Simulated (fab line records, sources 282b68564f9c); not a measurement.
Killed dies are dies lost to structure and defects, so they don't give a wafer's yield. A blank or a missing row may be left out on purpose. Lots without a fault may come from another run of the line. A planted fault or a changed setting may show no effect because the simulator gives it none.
Which tool did it? | flow rit_cmos | 14 lots, 42 wafers sampled, at 5 steps of a route of 202

WHAT THE GAUGES READ, wafer by wafer
RIT_ACTIVE_BOW_MEAS_00.
lot  | measured    | on            | INCOMING_BOW (um)
L459 | day 1 15:02 | film_metro-02 | -2 22 2
L460 | day 1 20:00 | film_metro-01 | 3 3 -2
L461 | day 2 01:01 | film_metro-01 | -4 -9 3
L463 | day 2 11:00 | film_metro-01 | -1 1 0
L465 | day 2 21:00 | film_metro-02 | 3 6 3
L466 | day 3 02:01 | film_metro-03 | -12 -5 8
L468 | day 3 12:02 | film_metro-02 | 5 1 7
L469 | day 3 17:01 | film_metro-02 | -1 -4 -2
L470 | day 3 22:00 | film_metro-02 | 9 -12 2
L471 | day 4 03:00 | film_metro-02 | -6 0 9
L472 | day 4 08:00 | film_metro-02 | -13 0 2
L474 | day 4 18:00 | film_metro-01 | 1 -8 -3
L477 | day 5 09:01 | film_metro-02 | 0 -1 -1
L479 | day 5 19:02 | film_metro-03 | 3 -7 1

RIT_GATE_CD_MEAS_16: target cd 150 nm.
lot  | measured    | on        | cd_nm (nm)
L459 | day 3 00:19 | cd_sem-01 | 149.8 151.2 150.4
L460 | day 3 02:16 | cd_sem-01 | 148.5 144.7 149.3
L461 | day 3 06:25 | cd_sem-01 | 149.4 150.2 150.9
L463 | day 3 18:33 | cd_sem-01 | 152.5 148.6 152.2
L465 | day 4 01:46 | cd_sem-01 | 146.1 149.0 147.0
L466 | day 4 08:20 | cd_sem-02 | 145.5 144.6 142.5
L468 | day 4 18:47 | cd_sem-01 | 147.9 147.7 147.4
L469 | day 4 23:59 | cd_sem-02 | 149.9 147.8 148.2
L470 | day 5 11:47 | cd_sem-01 | 148.2 147.0 148.6
L471 | day 5 16:29 | cd_sem-02 | 150.5 149.4 147.6
L472 | day 5 16:43 | cd_sem-02 | 150.9 151.1 151.0
L474 | day 6 20:24 | cd_sem-02 | 151.5 150.6 151.5
L477 | day 7 13:55 | cd_sem-01 | 149.7 151.0 152.2
L479 | day 7 17:18 | cd_sem-02 | 152.0 152.5 154.1

RIT_CONTACT_THK_MEAS_01.
lot  | measured    | on            | CONTACT_TEOS_THK (nm)
L459 | day 3 14:32 | film_metro-02 | 391 403 396
L460 | day 3 17:06 | film_metro-03 | 406 394 402
L461 | day 3 20:41 | film_metro-03 | 390 395 396
L463 | day 4 13:22 | film_metro-03 | 395 406 398
L465 | day 4 18:33 | film_metro-04 | 402 405 398
L466 | day 5 01:55 | film_metro-03 | 402 408 402
L468 | day 5 09:10 | film_metro-04 | 390 404 396
L469 | day 5 16:58 | film_metro-02 | 399 399 412
L470 | day 6 02:17 | film_metro-02 | 399 400 391
L471 | day 6 09:42 | film_metro-02 | 398 395 408
L472 | day 6 10:20 | film_metro-04 | 401 392 408
L474 | day 7 14:52 | film_metro-03 | 417 426 422
L477 | day 8 05:29 | film_metro-03 | 421 416 413
L479 | day 8 09:42 | film_metro-04 | 394 405 399

WHICH TOOL RAN EACH LOT (tool, then ch and the chambers of the sampled wafers, then the start)
lot  | RIT_SILICIDE_RTA_06             | RIT_CONTACT_CVD_00
L459 | rtp_anneal-01 ch 0, day 3 14:25 | pecvd-03 ch 0,2, day 3 14:28
L460 | rtp_anneal-02 ch 0, day 3 16:59 | pecvd-04 ch 0,2, day 3 17:03
L461 | rtp_anneal-01 ch 0, day 3 20:34 | pecvd-02 ch 0,2, day 3 20:37
L463 | rtp_anneal-01 ch 0, day 4 13:16 | pecvd-04 ch 1,2, day 4 13:19
L465 | rtp_anneal-01 ch 0, day 4 18:25 | pecvd-03 ch 0,2, day 4 18:29
L466 | rtp_anneal-02 ch 0, day 5 01:49 | pecvd-04 ch 0,1,2, day 5 01:52
L468 | rtp_anneal-02 ch 0, day 5 09:02 | pecvd-03 ch 1,2, day 5 09:05
L469 | rtp_anneal-01 ch 0, day 5 16:51 | pecvd-04 ch 0,1, day 5 16:55
L470 | rtp_anneal-02 ch 0, day 6 02:10 | pecvd-02 ch 0,1,2, day 6 02:14
L471 | rtp_anneal-02 ch 0, day 6 09:35 | pecvd-04 ch 0,2, day 6 09:39
L472 | rtp_anneal-02 ch 0, day 6 10:14 | pecvd-02 ch 0,1, day 6 10:17
L474 | rtp_anneal-02 ch 0, day 7 14:45 | pecvd-04 ch 0,2, day 7 14:49
L477 | rtp_anneal-02 ch 0, day 8 05:22 | pecvd-04 ch 0,2, day 8 05:25
L479 | rtp_anneal-01 ch 0, day 8 09:35 | pecvd-03 ch 0,1, day 8 09:38
- RIT_SILICIDE_RTA_06: time 10 s, ramp up 5 s, ramp down 10 s.
- RIT_CONTACT_CVD_00: deposits SiO2 from TEOS, target thk 400 nm, time 61 s.

WHAT THE TOOLS THEMSELVES READ (means of the sampled wafers that have a number; where no wafer has one, the mark that the record gives instead)
RIT_SILICIDE_RTA_06.
lot  | tool          | wafer_temp_C_max
L459 | rtp_anneal-01 | 753.8
L460 | rtp_anneal-02 | 754.8
L461 | rtp_anneal-01 | 753.2
L463 | rtp_anneal-01 | 753.7
L465 | rtp_anneal-01 | 754.2
L466 | rtp_anneal-02 | 754.8
L468 | rtp_anneal-02 | 753.7
L469 | rtp_anneal-01 | 754.2
L470 | rtp_anneal-02 | 753.8
L471 | rtp_anneal-02 | 754.0
L472 | rtp_anneal-02 | 754.5
L474 | rtp_anneal-02 | 753.8
L477 | rtp_anneal-02 | 754.5
L479 | rtp_anneal-01 | 754.5

RIT_CONTACT_CVD_00.
lot  | tool     | heater_power_w (W) | run_length_s (s)
L459 | pecvd-03 | 238                | 89.5
L460 | pecvd-04 | 335                | 89.6
L461 | pecvd-02 | 328                | 88.9
L463 | pecvd-04 | 305                | 88.9
L465 | pecvd-03 | 253                | 89.2
L466 | pecvd-04 | 284                | 89.1
L468 | pecvd-03 | 321                | 89.1
L469 | pecvd-04 | 321                | 89.0
L470 | pecvd-02 | 311                | 88.8
L471 | pecvd-04 | 314                | 89.0
L472 | pecvd-02 | 287                | 89.3
L474 | pecvd-04 | 314                | 91.4
L477 | pecvd-04 | 357                | 91.3
L479 | pecvd-03 | 302                | 88.9

THE ANSWER, worked out from the rows above alone
Rule: what is usual is taken from the lots themselves. Put in order of their means at a reading, lots are off if they are a third of the lots or fewer, leave a main group of 4 or more, and stand apart from it by a gap of 3 or more times the standard deviation of the main group's means; of several such gaps the widest counts. A main group whose means are all the same, to the digits that the tables above print for the reading, isn't used. A lot without any number at a reading at which 4 lots or more have one is off too. The other lots that the step has rows for count as sound. The gauges are gone through in route order, then the tools' own readings, and for those a lot's mean is taken as printed above. The first step at which some lot is off is used, and at that step the reading that is off furthest; a lot without a number counts as furthest.
Off: L474, L477, at RIT_CONTACT_THK_MEAS_01 (CONTACT_TEOS_THK). The main group: mean 399 nm, standard deviation 2.9.
A tool fits if, at a process step before that reading, it ran every lot that is off, and no sound lot after the first of them. The gauges at RIT_CONTACT_THK_MEAS_01 aren't tried: what is off there is off at RIT_CONTACT_CVD_00 too, on other tools, and a gauge's error can't cause that. Can't be told from this: 2 tools fit, rtp_anneal-02 at RIT_SILICIDE_RTA_06, pecvd-04 at RIT_CONTACT_CVD_00.

WHAT THE SIMULATOR HAD PUT IN
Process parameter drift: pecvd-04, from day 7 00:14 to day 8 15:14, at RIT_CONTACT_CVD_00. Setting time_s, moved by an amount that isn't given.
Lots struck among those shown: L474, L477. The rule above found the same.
